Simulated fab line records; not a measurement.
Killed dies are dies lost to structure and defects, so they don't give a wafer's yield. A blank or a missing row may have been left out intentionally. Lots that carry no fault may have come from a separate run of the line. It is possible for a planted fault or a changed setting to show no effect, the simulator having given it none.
A lot that was struck, set against a sound lot :: flow rit cmos :: 18 out of 202 route steps
Sound: wafers L387.2, L387.3, L387.5. Struck: wafers L394.3, L394.5, L394.6. The cause is given at the end.
Per side, at each step with rows, come the tool, then ch with its chambers, and then its first start. Under that, the readings that differ: sound wafers :: struck wafers :: difference of the means :: sigmas: that difference in standard deviations of wafers without a fault.
alike: a reading whose means differ by less than 2 such deviations, as well as words and numbers matching on both sides. not compared: withheld readings; readings where some wafer has no value; bounds like >300 that might hide an equal value; numbers whose values overlap and for which the record gives no deviation.
Wherever a step has rows on one side only, a row that says differs or no value, or a row with sigmas, the two part there. Numbers that have no deviation but don't overlap get no sigmas and don't part them. A reading missing from all wafers of one side parts the sides only when that side holds two or more wafers.

first, 4 steps without rows for these wafers: RIT_PSD_SOFTBAKE_02 (time 60 s); RIT_PSD_EXPOSE_03 (exposes mask M10, target cd 40900 nm); RIT_PSD_PEB_04; RIT_PSD_DEVELOP_05 (develop time 50 s).
RIT_PSD_OVL_MEAS_06:
  sound: overlay-02 at day 5 03:39; struck: overlay-02 at day 6 15:42
  alike: PSD_OVL
then, 2 steps without rows for these wafers: RIT_PSD_HARDBAKE_07 (time 60 s); RIT_PSD_IMPLANT_08.
RIT_PSD_STRIP_09: strips in O2, time 180 s.
  sound on plasma asher-01 ch 0,1, day 5 03:59; struck on plasma asher-04 ch 0,1, day 6 16:05
  alike: drypump motor current A
  not compared: rf hours counter h
RIT_PSD_TW_MEAS_10:
  sound: film metro-04 at day 5 04:10; struck: film metro-03 at day 6 16:13
reading: PSD_TW
sound: 3390 3403 3382
struck: 3434 3452 3452
difference: +54
sigmas: +2
then, 3 steps without rows for these wafers: RIT_SDANNEAL_CLEAN_00 (cleans in SC1, time 608.5 s); RIT_SDANNEAL_CLEAN_01 (cleans in dHF, time 30 s); RIT_SDANNEAL_CLEAN_02 (cleans in SC2, time 600 s).
RIT_SDANNEAL_RTA_03: time 5 s.
  sound on rtp anneal-01 ch 0, day 5 04:36; struck on rtp anneal-02 ch 0, day 6 16:41
reading: wafer_temp_C_max
sound: 1054.1 1051.4 1053.6
struck: 1045.1 1047.0 1046.4
difference: -6.9
sigmas: -6
RIT_SDANNEAL_RS_MEAS_04: a four-point-probe measurement.
  sound: film metro-02 at day 5 04:40; struck: film metro-02 at day 6 17:07
reading: PSD_RS (ohm/sq)
sound: 115.6 115.6 115.8
struck: 121.6 121.3 121.5
difference: +5.8
sigmas: +16
  not compared: hold
RIT_SDANNEAL_RS_MEAS_05: a four-point-probe measurement.
  sound: film metro-02 at day 5 04:47; struck: film metro-02 at day 6 21:52
reading: hold
sound: - - -
struck: await dispo/4.4h/release await dispo/4.4h/release await dispo/4.4h/release
difference: no value on the sound wafers
sigmas: 
  alike: NSD_RS
RIT_SDANNEAL_RS_MEAS_06: a four-point-probe measurement.
  sound: film metro-02 at day 5 04:55; struck: film metro-02 at day 6 22:17
reading: PLDD_RS (ohm/sq)
sound: 178.6 178.7 178.8
struck: 183.9 183.4 184.2
difference: +5.1
sigmas: +9
  not compared: hold
RIT_SDANNEAL_RS_MEAS_07: a four-point-probe measurement.
  sound: film metro-02 at day 5 05:02; struck: film metro-02 at day 7 03:14
reading: hold
sound: - - -
struck: await dispo/4.8h/release await dispo/4.8h/release await dispo/4.8h/release
difference: no value on the sound wafers
sigmas: 
  alike: NLDD_RS
RIT_M1_PROBE_99:
  only the struck wafers here have rows in the record (prober-01, day 7 10:11); the sound ones have none

== WHERE THEY PART ==
Earliest at RIT_PSD_TW_MEAS_10; latest, in this record, at RIT_M1_PROBE_99.

WHY: whatever the simulator had introduced
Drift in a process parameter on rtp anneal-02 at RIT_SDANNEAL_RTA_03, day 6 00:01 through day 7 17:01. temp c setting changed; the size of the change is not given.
